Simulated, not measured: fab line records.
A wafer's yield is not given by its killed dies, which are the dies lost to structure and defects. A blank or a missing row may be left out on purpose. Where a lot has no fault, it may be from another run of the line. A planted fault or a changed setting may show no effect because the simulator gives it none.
fab line records || flow rit-cmos
record: {"lots": 5, "wafers": 23}
route steps=202 shown M1@196
start-h: start of the lot's first displayed wafer, in hours after the record's first day || wait-h: how many hours have passed since the lot's step before this one || " same as the row above || L1.1+2: a single row standing in for several wafers || - no value, or no start given || * or withheld: withheld || < > ~ a bound
route shown NAME@n: names a module that has steps shown in the file, with the first one's number in the route || usual: average and standard deviation across the fault-free wafers || same: alike in all rows || chamber/n: place in a boat || sites: each site's reading || _std_site: the standard deviation of these || _edge_site: inner sites' mean taken away from outer sites' mean || radius-mm: how far each site lies from the wafer's centre || mask NAME#n: copy n || behind: the tool/chamber that last shaped the wafer || hold: why the lot was held/for how many hours/how that ended || device: transistor that didn't switch, given as n, p or np || end of line: the route-end tests of the same wafers || a step without rows: its recipe alone || killed: dies that structure and defects cost at the first sort, which is not the same as the wafer's yield || map: per-die view of a wafer (x killed, . not killed, _ where there is no die)
set.NAME: the setting the step ran with; set.NAME@STEP: the setting that earlier step ran with || model.NAME: the simulator's own value behind a step, which no gauge read
one table per step and one row per wafer, for lots whose settings were changed on purpose
== steps ==
step: RIT_M1_METAL_ETCH_12
recipe: {"stop-on": "SiO2", "chemistry": "Cl2/BCl3", "target": "Al", "time-s": 165, "over-etch-frac": 0.5, "pressure-mtorr": 100, "target-depth-a": 6000, "rf-w": 250, "Cl2_flow_sccm": 60, "bcl3-flow-sccm": 50}
{"lot.wafer": "L075.2", "tool": "rie-metal-02", "chamber": 0, "start-h": 64.94, "wait-h": 0.2, "set.rf-w": 225.9, "set.resist-thk-nm@M1_COAT_04": 1300, "model.NOVOLAK_of_M1_COAT_04.thk-nm": 857.1}
{"lot.wafer": "L075.3", "tool": "rie-metal-02", "chamber": 0, "start-h": 64.94, "wait-h": 0.2, "set.rf-w": 250, "set.resist-thk-nm@M1_COAT_04": 1279, "model.NOVOLAK_of_M1_COAT_04.thk-nm": 804.7}
{"lot.wafer": "L075.4", "tool": "rie-metal-02", "chamber": 1, "start-h": 64.94, "wait-h": 0.2, "set.rf-w": 225.9, "set.resist-thk-nm@M1_COAT_04": 1300, "model.NOVOLAK_of_M1_COAT_04.thk-nm": 850.7}
{"lot.wafer": "L075.5", "tool": "rie-metal-02", "chamber": 1, "start-h": 64.94, "wait-h": 0.2, "set.rf-w": 225.9, "set.resist-thk-nm@M1_COAT_04": 1279, "model.NOVOLAK_of_M1_COAT_04.thk-nm": 832.4}
{"lot.wafer": "L075.6", "tool": "rie-metal-02", "chamber": 0, "start-h": 64.94, "wait-h": 0.2, "set.rf-w": 250, "set.resist-thk-nm@M1_COAT_04": 1279, "model.NOVOLAK_of_M1_COAT_04.thk-nm": 806.1}
{"lot.wafer": "L077.2", "tool": "rie-metal-02", "chamber": 0, "start-h": 73.38, "wait-h": 0.2, "set.rf-w": 233.1, "set.resist-thk-nm@M1_COAT_04": 1300, "model.NOVOLAK_of_M1_COAT_04.thk-nm": 846.2}
{"lot.wafer": "L077.3", "tool": "rie-metal-02", "chamber": 0, "start-h": 73.38, "wait-h": 0.2, "set.rf-w": 233.1, "set.resist-thk-nm@M1_COAT_04": 1260, "model.NOVOLAK_of_M1_COAT_04.thk-nm": 809.9}
{"lot.wafer": "L077.4", "tool": "rie-metal-02", "chamber": 1, "start-h": 73.38, "wait-h": 0.2, "set.rf-w": 250, "set.resist-thk-nm@M1_COAT_04": 1300, "model.NOVOLAK_of_M1_COAT_04.thk-nm": 822.3}
{"lot.wafer": "L077.5", "tool": "rie-metal-02", "chamber": 1, "start-h": 73.38, "wait-h": 0.2, "set.rf-w": 233.1, "set.resist-thk-nm@M1_COAT_04": 1300, "model.NOVOLAK_of_M1_COAT_04.thk-nm": 842.8}
{"lot.wafer": "L077.6", "tool": "rie-metal-02", "chamber": 0, "start-h": 73.38, "wait-h": 0.2, "set.rf-w": 250, "set.resist-thk-nm@M1_COAT_04": 1260, "model.NOVOLAK_of_M1_COAT_04.thk-nm": 789.4}
{"lot.wafer": "L078.3", "tool": "rie-metal-03", "chamber": 0, "start-h": 77.20, "wait-h": 0.2, "set.rf-w": 250, "set.resist-thk-nm@M1_COAT_04": 1300, "model.NOVOLAK_of_M1_COAT_04.thk-nm": 809.5}
{"lot.wafer": "L078.5", "tool": "rie-metal-03", "chamber": 1, "start-h": 77.20, "wait-h": 0.2, "set.rf-w": 250, "set.resist-thk-nm@M1_COAT_04": 1300, "model.NOVOLAK_of_M1_COAT_04.thk-nm": 817.4}
{"lot.wafer": "L078.6", "tool": "rie-metal-03", "chamber": 0, "start-h": 77.20, "wait-h": 0.2, "set.rf-w": 250, "set.resist-thk-nm@M1_COAT_04": 1300, "model.NOVOLAK_of_M1_COAT_04.thk-nm": 813.8}
{"lot.wafer": "L080.2", "tool": "rie-metal-02", "chamber": 1, "start-h": 86.89, "wait-h": 0.2, "set.rf-w": 273.6, "set.resist-thk-nm@M1_COAT_04": 1239, "model.NOVOLAK_of_M1_COAT_04.thk-nm": 746}
{"lot.wafer": "L080.3", "tool": "rie-metal-02", "chamber": 0, "start-h": 86.89, "wait-h": 0.2, "set.rf-w": 273.6, "set.resist-thk-nm@M1_COAT_04": 1239, "model.NOVOLAK_of_M1_COAT_04.thk-nm": 748.7}
{"lot.wafer": "L080.4", "tool": "rie-metal-02", "chamber": 1, "start-h": 86.89, "wait-h": 0.2, "set.rf-w": 250, "set.resist-thk-nm@M1_COAT_04": 1300, "model.NOVOLAK_of_M1_COAT_04.thk-nm": 824.5}
{"lot.wafer": "L080.5", "tool": "rie-metal-02", "chamber": 1, "start-h": 86.89, "wait-h": 0.2, "set.rf-w": 250, "set.resist-thk-nm@M1_COAT_04": 1239, "model.NOVOLAK_of_M1_COAT_04.thk-nm": 773.7}
{"lot.wafer": "L080.6", "tool": "rie-metal-02", "chamber": 0, "start-h": 86.89, "wait-h": 0.2, "set.rf-w": 273.6, "set.resist-thk-nm@M1_COAT_04": 1300, "model.NOVOLAK_of_M1_COAT_04.thk-nm": 797.6}
{"lot.wafer": "L084.1", "tool": "rie-metal-03", "chamber": 1, "start-h": 111.12, "wait-h": 0.2, "set.rf-w": 250, "set.resist-thk-nm@M1_COAT_04": 1342, "model.NOVOLAK_of_M1_COAT_04.thk-nm": 861.1}
{"lot.wafer": "L084.2", "tool": "rie-metal-03", "chamber": 0, "start-h": 111.12, "wait-h": 0.2, "set.rf-w": 240.9, "set.resist-thk-nm@M1_COAT_04": 1342, "model.NOVOLAK_of_M1_COAT_04.thk-nm": 865.6}
{"lot.wafer": "L084.3", "tool": "rie-metal-03", "chamber": 1, "start-h": 111.12, "wait-h": 0.2, "set.rf-w": 240.9, "set.resist-thk-nm@M1_COAT_04": 1300, "model.NOVOLAK_of_M1_COAT_04.thk-nm": 833.2}
{"lot.wafer": "L084.4", "tool": "rie-metal-03", "chamber": 0, "start-h": 111.12, "wait-h": 0.2, "set.rf-w": 250, "set.resist-thk-nm@M1_COAT_04": 1300, "model.NOVOLAK_of_M1_COAT_04.thk-nm": 815.5}
{"lot.wafer": "L084.5", "tool": "rie-metal-03", "chamber": 0, "start-h": 111.12, "wait-h": 0.2, "set.rf-w": 250, "set.resist-thk-nm@M1_COAT_04": 1342, "model.NOVOLAK_of_M1_COAT_04.thk-nm": 848}
step: RIT_M1_STRIP_13
recipe: {"chemistry": "nmp", "resist": "NOVOLAK", "temp-c": 80, "time-s": 600, "dry": "n2-spin"}
step: RIT_M1_STRIP_14
recipe: {"chemistry": "O2", "time-s": 180, "platen-temp-c": "withheld", "power-w": 500, "pressure-mtorr": 4000, "o2-flow-sccm": 4000}
step: RIT_M1_ANNEAL_15
recipe: {"temp-c": 450, "time-s": 1800, "ambient": "forming_gas_H2N2"}
step: RIT_M1_PROBE_99
{"lot.wafer": "L075.2", "tool": "prober-02", "chamber": "-", "start-h": 67.24, "wait-h": 0.1, "set.develop-time-s@GATE_DEVELOP_15": 50, "set.time-s@SDANNEAL_CLEAN_00": 670.9, "model.etest.pmos-turned.r-on-ohm-um": 3900, "model.etest.pmos_0p3.r-on-ohm-um": 6562, "model.etest.pmos_0p15.r-on-ohm-um": 3037, "model.etest.nldd.rs-ohm-sq": 409, "model.etest.nmos-turned.drive-ua-um": 279.7, "model.etest.nmos_0p3.r-on-ohm-um": 2239}
{"lot.wafer": "L075.3", "tool": "prober-02", "chamber": "-", "start-h": 67.29, "wait-h": 0.2, "set.develop-time-s@GATE_DEVELOP_15": 50, "set.time-s@SDANNEAL_CLEAN_00": 670.9, "model.etest.pmos-turned.r-on-ohm-um": 3791, "model.etest.pmos_0p3.r-on-ohm-um": 6373, "model.etest.pmos_0p15.r-on-ohm-um": 2913, "model.etest.nldd.rs-ohm-sq": 417.5, "model.etest.nmos-turned.drive-ua-um": 276.2, "model.etest.nmos_0p3.r-on-ohm-um": 2195}
{"lot.wafer": "L075.4", "tool": "prober-02", "chamber": "-", "start-h": 67.34, "wait-h": 0.2, "set.develop-time-s@GATE_DEVELOP_15": 50, "set.time-s@SDANNEAL_CLEAN_00": 670.9, "model.etest.pmos-turned.r-on-ohm-um": 3854, "model.etest.pmos_0p3.r-on-ohm-um": 6507, "model.etest.pmos_0p15.r-on-ohm-um": 3062, "model.etest.nldd.rs-ohm-sq": 410.1, "model.etest.nmos-turned.drive-ua-um": 277.3, "model.etest.nmos_0p3.r-on-ohm-um": 2213}
{"lot.wafer": "L075.5", "tool": "prober-02", "chamber": "-", "start-h": 67.39, "wait-h": 0.2, "set.develop-time-s@GATE_DEVELOP_15": 50, "set.time-s@SDANNEAL_CLEAN_00": 670.9, "model.etest.pmos-turned.r-on-ohm-um": 3857, "model.etest.pmos_0p3.r-on-ohm-um": 6506, "model.etest.pmos_0p15.r-on-ohm-um": 3038, "model.etest.nldd.rs-ohm-sq": 419.4, "model.etest.nmos-turned.drive-ua-um": 273.2, "model.etest.nmos_0p3.r-on-ohm-um": 2244}
{"lot.wafer": "L075.6", "tool": "prober-02", "chamber": "-", "start-h": 67.44, "wait-h": 0.2, "set.develop-time-s@GATE_DEVELOP_15": 50, "set.time-s@SDANNEAL_CLEAN_00": 670.9, "model.etest.pmos-turned.r-on-ohm-um": 3807, "model.etest.pmos_0p3.r-on-ohm-um": 6496, "model.etest.pmos_0p15.r-on-ohm-um": 2985, "model.etest.nldd.rs-ohm-sq": 413.6, "model.etest.nmos-turned.drive-ua-um": 278.2, "model.etest.nmos_0p3.r-on-ohm-um": 2227}
{"lot.wafer": "L077.2", "tool": "prober-02", "chamber": "-", "start-h": 75.68, "wait-h": 0.1, "set.develop-time-s@GATE_DEVELOP_15": 43.8, "set.time-s@SDANNEAL_CLEAN_00": 648.3, "model.etest.pmos-turned.r-on-ohm-um": 4058, "model.etest.pmos_0p3.r-on-ohm-um": 6841, "model.etest.pmos_0p15.r-on-ohm-um": 3330, "model.etest.nldd.rs-ohm-sq": 400.2, "model.etest.nmos-turned.drive-ua-um": 271.5, "model.etest.nmos_0p3.r-on-ohm-um": 2351}
{"lot.wafer": "L077.3", "tool": "prober-02", "chamber": "-", "start-h": 75.73, "wait-h": 0.2, "set.develop-time-s@GATE_DEVELOP_15": 43.8, "set.time-s@SDANNEAL_CLEAN_00": 648.3, "model.etest.pmos-turned.r-on-ohm-um": 3982, "model.etest.pmos_0p3.r-on-ohm-um": 6872, "model.etest.pmos_0p15.r-on-ohm-um": 3261, "model.etest.nldd.rs-ohm-sq": 396.6, "model.etest.nmos-turned.drive-ua-um": 282.8, "model.etest.nmos_0p3.r-on-ohm-um": 2327}
{"lot.wafer": "L077.4", "tool": "prober-02", "chamber": "-", "start-h": 75.78, "wait-h": 0.2, "set.develop-time-s@GATE_DEVELOP_15": 50, "set.time-s@SDANNEAL_CLEAN_00": 648.3, "model.etest.pmos-turned.r-on-ohm-um": 3514, "model.etest.pmos_0p3.r-on-ohm-um": 6358, "model.etest.pmos_0p15.r-on-ohm-um": 2737, "model.etest.nldd.rs-ohm-sq": 405.6, "model.etest.nmos-turned.drive-ua-um": 303, "model.etest.nmos_0p3.r-on-ohm-um": 2167}
{"lot.wafer": "L077.5", "tool": "prober-02", "chamber": "-", "start-h": 75.83, "wait-h": 0.2, "set.develop-time-s@GATE_DEVELOP_15": 50, "set.time-s@SDANNEAL_CLEAN_00": 648.3, "model.etest.pmos-turned.r-on-ohm-um": 3695, "model.etest.pmos_0p3.r-on-ohm-um": 6592, "model.etest.pmos_0p15.r-on-ohm-um": 2957, "model.etest.nldd.rs-ohm-sq": 408.6, "model.etest.nmos-turned.drive-ua-um": 287.2, "model.etest.nmos_0p3.r-on-ohm-um": 2244}
{"lot.wafer": "L077.6", "tool": "prober-02", "chamber": "-", "start-h": 75.88, "wait-h": 0.2, "set.develop-time-s@GATE_DEVELOP_15": 43.8, "set.time-s@SDANNEAL_CLEAN_00": 648.3, "model.etest.pmos-turned.r-on-ohm-um": 4147, "model.etest.pmos_0p3.r-on-ohm-um": 7053, "model.etest.pmos_0p15.r-on-ohm-um": 3484, "model.etest.nldd.rs-ohm-sq": 403.1, "model.etest.nmos-turned.drive-ua-um": 267.2, "model.etest.nmos_0p3.r-on-ohm-um": 2399}
{"lot.wafer": "L078.3", "tool": "prober-01", "chamber": "-", "start-h": 79.49, "wait-h": 0.2, "set.develop-time-s@GATE_DEVELOP_15": 50, "set.time-s@SDANNEAL_CLEAN_00": 600, "model.etest.pmos-turned.r-on-ohm-um": 3472, "model.etest.pmos_0p3.r-on-ohm-um": 6363, "model.etest.pmos_0p15.r-on-ohm-um": 2804, "model.etest.nldd.rs-ohm-sq": 358.6, "model.etest.nmos-turned.drive-ua-um": 335.8, "model.etest.nmos_0p3.r-on-ohm-um": 2156}
{"lot.wafer": "L078.5", "tool": "prober-01", "chamber": "-", "start-h": 79.59, "wait-h": 0.2, "set.develop-time-s@GATE_DEVELOP_15": 50, "set.time-s@SDANNEAL_CLEAN_00": 600, "model.etest.pmos-turned.r-on-ohm-um": 3496, "model.etest.pmos_0p3.r-on-ohm-um": 6384, "model.etest.pmos_0p15.r-on-ohm-um": 2822, "model.etest.nldd.rs-ohm-sq": 358, "model.etest.nmos-turned.drive-ua-um": 329.4, "model.etest.nmos_0p3.r-on-ohm-um": 2174}
{"lot.wafer": "L078.6", "tool": "prober-01", "chamber": "-", "start-h": 79.64, "wait-h": 0.2, "set.develop-time-s@GATE_DEVELOP_15": 50, "set.time-s@SDANNEAL_CLEAN_00": 600, "model.etest.pmos-turned.r-on-ohm-um": 3531, "model.etest.pmos_0p3.r-on-ohm-um": 6336, "model.etest.pmos_0p15.r-on-ohm-um": 2840, "model.etest.nldd.rs-ohm-sq": 360.7, "model.etest.nmos-turned.drive-ua-um": 328.6, "model.etest.nmos_0p3.r-on-ohm-um": 2178}
{"lot.wafer": "L080.2", "tool": "prober-01", "chamber": "-", "start-h": 90.18, "wait-h": 0.1, "set.develop-time-s@GATE_DEVELOP_15": 50, "set.time-s@SDANNEAL_CLEAN_00": 600, "model.etest.pmos-turned.r-on-ohm-um": 3201, "model.etest.pmos_0p3.r-on-ohm-um": 6033, "model.etest.pmos_0p15.r-on-ohm-um": 2597, "model.etest.nldd.rs-ohm-sq": 348.6, "model.etest.nmos-turned.drive-ua-um": 357.2, "model.etest.nmos_0p3.r-on-ohm-um": 2052}
{"lot.wafer": "L080.3", "tool": "prober-01", "chamber": "-", "start-h": 90.23, "wait-h": 0.2, "set.develop-time-s@GATE_DEVELOP_15": 54.36, "set.time-s@SDANNEAL_CLEAN_00": 600, "model.etest.pmos-turned.r-on-ohm-um": 3019, "model.etest.pmos_0p3.r-on-ohm-um": 5924, "model.etest.pmos_0p15.r-on-ohm-um": 2415, "model.etest.nldd.rs-ohm-sq": 350.5, "model.etest.nmos-turned.drive-ua-um": 381.6, "model.etest.nmos_0p3.r-on-ohm-um": 2008}
{"lot.wafer": "L080.4", "tool": "prober-01", "chamber": "-", "start-h": 90.28, "wait-h": 0.2, "set.develop-time-s@GATE_DEVELOP_15": 54.36, "set.time-s@SDANNEAL_CLEAN_00": 600, "model.etest.pmos-turned.r-on-ohm-um": 2877, "model.etest.pmos_0p3.r-on-ohm-um": 5663, "model.etest.pmos_0p15.r-on-ohm-um": 2292, "model.etest.nldd.rs-ohm-sq": 348.2, "model.etest.nmos-turned.drive-ua-um": 399.4, "model.etest.nmos_0p3.r-on-ohm-um": 1987}
{"lot.wafer": "L080.5", "tool": "prober-01", "chamber": "-", "start-h": 90.33, "wait-h": 0.2, "set.develop-time-s@GATE_DEVELOP_15": 54.36, "set.time-s@SDANNEAL_CLEAN_00": 600, "model.etest.pmos-turned.r-on-ohm-um": 2865, "model.etest.pmos_0p3.r-on-ohm-um": 5736, "model.etest.pmos_0p15.r-on-ohm-um": 2266, "model.etest.nldd.rs-ohm-sq": 346.5, "model.etest.nmos-turned.drive-ua-um": 399.4, "model.etest.nmos_0p3.r-on-ohm-um": 1981}
{"lot.wafer": "L080.6", "tool": "prober-01", "chamber": "-", "start-h": 90.38, "wait-h": 0.2, "set.develop-time-s@GATE_DEVELOP_15": 50, "set.time-s@SDANNEAL_CLEAN_00": 600, "model.etest.pmos-turned.r-on-ohm-um": 3242, "model.etest.pmos_0p3.r-on-ohm-um": 6112, "model.etest.pmos_0p15.r-on-ohm-um": 2644, "model.etest.nldd.rs-ohm-sq": 348, "model.etest.nmos-turned.drive-ua-um": 358.1, "model.etest.nmos_0p3.r-on-ohm-um": 2088}
{"lot.wafer": "L084.1", "tool": "prober-01", "chamber": "-", "start-h": 113.37, "wait-h": 0.1, "set.develop-time-s@GATE_DEVELOP_15": 57.12, "set.time-s@SDANNEAL_CLEAN_00": 656.7, "model.etest.pmos-turned.r-on-ohm-um": 3054, "model.etest.pmos_0p3.r-on-ohm-um": 5846, "model.etest.pmos_0p15.r-on-ohm-um": 2324, "model.etest.nldd.rs-ohm-sq": 404.3, "model.etest.nmos-turned.drive-ua-um": 346.8, "model.etest.nmos_0p3.r-on-ohm-um": 2007}
{"lot.wafer": "L084.2", "tool": "prober-01", "chamber": "-", "start-h": 113.42, "wait-h": 0.1, "set.develop-time-s@GATE_DEVELOP_15": 57.12, "set.time-s@SDANNEAL_CLEAN_00": 656.7, "model.etest.pmos-turned.r-on-ohm-um": 3239, "model.etest.pmos_0p3.r-on-ohm-um": 5945, "model.etest.pmos_0p15.r-on-ohm-um": 2440, "model.etest.nldd.rs-ohm-sq": 397.9, "model.etest.nmos-turned.drive-ua-um": 341.4, "model.etest.nmos_0p3.r-on-ohm-um": 2095}
{"lot.wafer": "L084.3", "tool": "prober-01", "chamber": "-", "start-h": 113.47, "wait-h": 0.2, "set.develop-time-s@GATE_DEVELOP_15": 50, "set.time-s@SDANNEAL_CLEAN_00": 656.7, "model.etest.pmos-turned.r-on-ohm-um": 3569, "model.etest.pmos_0p3.r-on-ohm-um": 6328, "model.etest.pmos_0p15.r-on-ohm-um": 2830, "model.etest.nldd.rs-ohm-sq": 403.1, "model.etest.nmos-turned.drive-ua-um": 298.9, "model.etest.nmos_0p3.r-on-ohm-um": 2181}
{"lot.wafer": "L084.4", "tool": "prober-01", "chamber": "-", "start-h": 113.52, "wait-h": 0.2, "set.develop-time-s@GATE_DEVELOP_15": 57.12, "set.time-s@SDANNEAL_CLEAN_00": 656.7, "model.etest.pmos-turned.r-on-ohm-um": 3014, "model.etest.pmos_0p3.r-on-ohm-um": 5857, "model.etest.pmos_0p15.r-on-ohm-um": 2317, "model.etest.nldd.rs-ohm-sq": 390.5, "model.etest.nmos-turned.drive-ua-um": 353.1, "model.etest.nmos_0p3.r-on-ohm-um": 2042}
{"lot.wafer": "L084.5", "tool": "prober-01", "chamber": "-", "start-h": 113.57, "wait-h": 0.2, "set.develop-time-s@GATE_DEVELOP_15": 50, "set.time-s@SDANNEAL_CLEAN_00": 656.7, "model.etest.pmos-turned.r-on-ohm-um": 3610, "model.etest.pmos_0p3.r-on-ohm-um": 6355, "model.etest.pmos_0p15.r-on-ohm-um": 2882, "model.etest.nldd.rs-ohm-sq": 403.8, "model.etest.nmos-turned.drive-ua-um": 294.3, "model.etest.nmos_0p3.r-on-ohm-um": 2153}
killed by level:class
L078.3 FOX2:geometric-particle:open=3 FOX1:geometric-particle:open=1 GATE:geometric-particle:short=1 SILICIDE:geometric-particle:short=1
L078.5 FOX2:geometric-particle:open=2 FOX2:geometric-particle:short=1 SILICIDE:geometric-particle:open=1 SILICIDE:geometric-particle:short=1
L078.6 GATE:geometric-particle:short=2 SPACER:geometric-particle:open=1 SPACER:geometric-particle:short=1
== key ==
split: {"step": "RIT_M1_METAL_ETCH_12", "setting": "rf-w", "stated": 250, "by": "wafer"}
response: {"step": "RIT_M1_METAL_ETCH_12", "reading": "model.NOVOLAK_of_M1_COAT_04.thk-nm", "slope": -3.03, "per": "1%", "together-with": "resist-thk-nm@M1_COAT_04", "explained": 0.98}
split outside-this-file step=RIT_GATE_DEVELOP_15 setting=develop-time-s
split outside-this-file step=RIT_SDANNEAL_CLEAN_00 setting=time-s
split outside-this-file step=RIT_M1_COAT_04 setting=resist-thk-nm
split outside-this-file: this setting was split too, and the file shows its column; the key of that split is in another file
